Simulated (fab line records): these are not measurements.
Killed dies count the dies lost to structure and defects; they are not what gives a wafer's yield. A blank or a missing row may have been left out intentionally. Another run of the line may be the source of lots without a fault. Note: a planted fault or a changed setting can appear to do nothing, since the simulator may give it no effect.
fab line records -- flow ritCmos
record lots=5, wafers=23
route steps=202 shown M1@196
startH: hours from the record's first day to the start of the lot's first wafer shown -- waitH: time in hours since the lot's previous step -- " the same as in the row above -- L1.1+2: a single row standing in for several wafers -- - no value present, or no start provided -- * or withheld: withheld -- < > ~ a bound
route shown NAME@n: NAME is a module with steps in the file, n the number in the route of the first one -- usual: mean/standard deviation taken from wafers without a fault -- same: alike in all rows -- chamber/n: place in a boat -- sites: each site's reading -- _std_site: their standard deviation -- _edge_site: mean of outer sites minus mean of inner sites -- radiusMm: for every site, how far away it sits from the centre of the wafer -- mask NAME#n: copy n -- behind: the last tool/chamber to shape the wafer -- hold: reason for holding the lot/hours on hold/outcome of the hold -- device: which transistor (n, p or np) failed to switch -- end of line: the route-end tests of the same wafers -- a step given without rows: its recipe and nothing more -- killed: the dies lost at the first sort to structure and to defects; this is not the yield of the wafer -- map: the dies of a wafer, with x for killed, . for not killed, _ for no die there
set.NAME: the setting the step ran with; set.NAME@STEP: the setting that earlier step ran with -- model.NAME: the simulator's own value behind a step, which no gauge read
lots whose settings were changed on purpose; a table a step, a row a wafer
## steps
# step RIT_M1_METAL_ETCH_12
# recipe stopOn=SiO2, chemistry=Cl2/BCl3, target=Al, timeS=165, overEtchFrac=0.5, pressureMtorr=100, targetDepthA=6000, rfW=250, Cl2_flow_sccm=60, bcl3FlowSccm=50
# usual oesProductAu=0.777/0.014
lot.wafer,tool,chamber,startH,waitH,set.timeS,set.powerW@M1_SPUTTER_00,oesProductAu,model.NOVOLAK_of_M1_COAT_04.thkNm
L075.1,rieMetal-01,0,66.42,0.2,165,2000,0.786,790.9
L075.2,rieMetal-01,1,66.42,0.2,184.1,1807,0.736,-
L075.3,rieMetal-01,0,66.42,0.2,184.1,2000,0.774,756.2
L075.4,rieMetal-01,1,66.42,0.2,165,2000,0.781,802.9
L075.6,rieMetal-01,1,66.42,0.2,184.1,1807,0.734,-
L076.1,rieMetal-04,1,69.59,0.2,165,2084,0.791,821.6
L076.2,rieMetal-04,0,69.59,0.2,165,2000,0.762,818.2
L076.3,rieMetal-04,1,69.59,0.2,165,2084,0.789,815.3
L076.4,rieMetal-04,0,69.59,0.2,165,2084,0.783,820.8
L076.6,rieMetal-04,0,69.59,0.2,165,2000,0.765,817.3
L081.1,rieMetal-01,1,95.87,0.2,165,2000,0.773,811.1
L081.3,rieMetal-01,1,95.87,0.2,165,1804,0.746,-
L081.4,rieMetal-01,0,95.87,0.2,165,2000,0.776,798.6
L081.5,rieMetal-01,1,95.87,0.2,165,1804,0.737,-
L081.6,rieMetal-01,0,95.87,0.2,165,1804,0.740,-
L082.1,rieMetal-04,0,102.40,0.2,165,2000,0.759,812.7
L082.3,rieMetal-04,0,102.40,0.2,165,2000,0.761,806.7
L082.5,rieMetal-04,0,102.40,0.2,165,2000,0.761,811.1
L083.2,rieMetal-03,0,105.01,0.2,177.7,2188,0.839,-
L083.3,rieMetal-03,0,105.01,0.2,177.7,2000,0.795,781.4
L083.4,rieMetal-03,1,105.01,0.2,165,2188,0.816,-
L083.5,rieMetal-03,0,105.01,0.2,165,2000,0.799,803.9
L083.6,rieMetal-03,1,105.01,0.2,177.7,2188,0.813,-
# step RIT_M1_STRIP_13
# recipe chemistry=nmp, resist=NOVOLAK, tempC=80, timeS=600, dry=n2Spin
# step RIT_M1_STRIP_14
# recipe chemistry=O2, timeS=180, platenTempC=withheld, powerW=500, pressureMtorr=4000, o2FlowSccm=4000
# step RIT_M1_ANNEAL_15
# recipe tempC=450, timeS=1833, ambient=forming_gas_H2N2
# step RIT_M1_PROBE_99
# usual killed_at_M0_to_M3=0.0/0.12, killedAtContacts=0.1/0.3, killedAtFrontEnd=7/3, killedDies=7/3, killedOpen=3.3/1.9, killedShort=3.3/2
# same grossDies=264, killed_at_M4_up=0, killedAtBackSide=0, killedAtOther=0
lot.wafer,tool,chamber,startH,waitH,set.devTempC@GATE_DEVELOP_15,killed_at_M0_to_M3,killedAtContacts,killedAtFrontEnd,killedDies,killedOpen,killedShort,model.etest.nmos_0p15.driveUaUm,model.etest.npolyLine.lineOhmUm
L075.1,prober-02,-,68.68,0.1,23,0,0,13,13,7,6,425.5,152.6
L075.2,prober-02,-,68.73,0.1,23,0,0,9,9,5,4,434.4,161.8
L075.3,prober-02,-,68.78,0.2,23,0,0,6,6,4,2,418.4,150.7
L075.4,prober-02,-,68.83,0.2,23,0,0,6,6,2,4,445.4,159.5
L075.6,prober-02,-,68.93,0.2,23,0,0,9,9,5,4,444.4,156.8
L076.1,prober-01,-,71.86,0.1,23,0,0,3,3,2,1,497.9,170.4
L076.2,prober-01,-,71.91,0.1,23,0,0,8,8,2,6,516.2,175.3
L076.3,prober-01,-,71.96,0.2,23,1,0,12,13,4,9,494.3,173.7
L076.4,prober-01,-,72.01,0.2,23,0,1,7,8,4,4,512.5,175.2
L076.6,prober-01,-,72.11,0.2,23,0,0,4,4,0,4,496.4,181.4
L081.1,prober-02,-,98.14,0.1,23,0,0,9,9,5,4,454.2,154.9
L081.3,prober-02,-,98.24,0.2,20.82,0,0,3,3,3,0,565.8,200.9
L081.4,prober-02,-,98.29,0.2,23,0,0,7,7,6,1,488.1,166
L081.5,prober-02,-,98.34,0.2,20.82,0,0,4,4,3,1,523,179.8
L081.6,prober-02,-,98.39,0.2,20.82,0,0,6,6,3,3,508.2,181.6
L082.1,prober-01,-,104.66,0.1,23,0,0,12,12,5,7,496.7,169.3
L082.3,prober-01,-,104.76,0.2,23,0,0,4,4,2,2,486.6,167.4
L082.5,prober-01,-,104.86,0.2,23,0,0,11,11,6,5,497.1,164.5
L083.2,prober-02,-,107.33,0.1,23,0,0,7,7,5,2,459.1,158.9
L083.3,prober-02,-,107.38,0.2,23,0,0,11,11,5,6,456.4,161.3
L083.4,prober-02,-,107.43,0.2,20.01,0,0,9,9,4,5,531.5,194
L083.5,prober-02,-,107.48,0.2,23,0,0,6,6,1,5,436.4,147.5
L083.6,prober-02,-,107.53,0.2,20.01,0,0,8,8,7,1,539.5,193.6
# killed by level:class
L075.1 GATE:geometricParticle:open=4 GATE:geometricParticle:short=4 REOX:geometricParticle:open=2 SILICIDE:geometricParticle:short=2 SILICIDE:geometricParticle:open=1
L075.2 GATE:geometricParticle:open=2 GATE:geometricParticle:short=2 SPACER:geometricParticle:short=2 FOX2:geometricParticle:open=1 SPACER:geometricParticle:open=1 SILICIDE:geometricParticle:open=1
L075.3 GATE:geometricParticle:short=1 GATE:geometricParticle:open=1 REOX:geometricParticle:open=1 SPACER:geometricParticle:open=1 SPACER:geometricParticle:short=1 SILICIDE:geometricParticle:open=1
L075.4 GATE:geometricParticle:short=2 ACTIVE:geometricParticle:short=1 GATE:geometricParticle:open=1 REOX:geometricParticle:open=1 SILICIDE:geometricParticle:short=1
L075.6 FOX1:geometricParticle:open=2 FOX1:geometricParticle:short=1 FOX2:geometricParticle:short=1 GATE:geometricParticle:short=1 GATE:geometricParticle:open=1 SPACER:geometricParticle:open=1 SILICIDE:geometricParticle:short=1 SILICIDE:geometricParticle:open=1
L076.1 GATE:geometricParticle:open=2 FOX1:geometricParticle:short=1
L076.2 GATE:geometricParticle:short=4 FOX1:geometricParticle:open=2 FOX1:geometricParticle:short=1 SPACER:geometricParticle:short=1
L076.3 GATE:geometricParticle:short=4 FOX1:geometricParticle:open=2 GATE:geometricParticle:open=2 SPACER:geometricParticle:short=2 FOX1:geometricParticle:short=1 SILICIDE:geometricParticle:short=1 M1:geometricParticle:short=1
L076.4 GATE:geometricParticle:short=4 SILICIDE:geometricParticle:open=2 GATE:geometricParticle:open=1 CONTACT:geometricParticle:open=1
L076.6 FOX1:geometricParticle:short=2 GATE:geometricParticle:short=2
L081.1 GATE:geometricParticle:open=4 FOX1:geometricParticle:short=1 FOX2:geometricParticle:short=1 GATE:geometricParticle:short=1 SPACER:geometricParticle:open=1 SILICIDE:geometricParticle:short=1
L081.3 REOX:geometricParticle:open=1 SPACER:geometricParticle:open=1 SILICIDE:geometricParticle:open=1
L081.4 REOX:geometricParticle:open=2 SPACER:geometricParticle:open=2 FOX1:geometricParticle:open=1 SILICIDE:geometricParticle:short=1 SILICIDE:geometricParticle:open=1
L081.5 GATE:geometricParticle:open=1 GATE:geometricParticle:short=1 REOX:geometricParticle:open=1 SPACER:geometricParticle:open=1
L081.6 GATE:geometricParticle:short=2 GATE:geometricParticle:open=2 REOX:geometricParticle:short=1 REOX:geometricParticle:open=1
L082.1 FOX2:geometricParticle:short=2 GATE:geometricParticle:short=2 GATE:geometricParticle:open=2 REOX:geometricParticle:short=2 REOX:geometricParticle:open=2 FOX1:geometricParticle:open=1 FOX1:geometricParticle:short=1
L082.3 GATE:geometricParticle:open=2 REOX:geometricParticle:short=2
L082.5 FOX1:geometricParticle:open=3 FOX1:geometricParticle:short=2 REOX:geometricParticle:short=2 FOX2:geometricParticle:open=1 GATE:geometricParticle:open=1 REOX:geometricParticle:open=1 SPACER:geometricParticle:short=1
L083.2 REOX:geometricParticle:open=2 SILICIDE:geometricParticle:open=2 GATE:geometricParticle:open=1 GATE:geometricParticle:short=1 REOX:geometricParticle:short=1
L083.3 GATE:geometricParticle:short=3 SILICIDE:geometricParticle:open=3 SILICIDE:geometricParticle:short=2 FOX1:geometricParticle:short=1 GATE:geometricParticle:open=1 SPACER:geometricParticle:open=1
L083.4 GATE:geometricParticle:open=3 SILICIDE:geometricParticle:short=3 FOX1:geometricParticle:open=1 FOX2:geometricParticle:short=1 SPACER:geometricParticle:short=1
L083.5 GATE:geometricParticle:short=3 FOX1:geometricParticle:open=1 FOX1:geometricParticle:short=1 SILICIDE:geometricParticle:short=1
L083.6 GATE:geometricParticle:open=3 FOX2:geometricParticle:open=2 SILICIDE:geometricParticle:open=2 GATE:geometricParticle:short=1
## key
split step=RIT_M1_METAL_ETCH_12, setting=timeS, stated=165, by=wafer
response step=RIT_M1_METAL_ETCH_12, reading=model.NOVOLAK_of_M1_COAT_04.thkNm, change=-3.37, per=1%, r=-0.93
split outsideThisFile step=RIT_GATE_DEVELOP_15 setting=devTempC
split outsideThisFile step=RIT_M1_SPUTTER_00 setting=powerW
# split outsideThisFile: this setting was split too, and the file shows its column; the key of that split is in another file
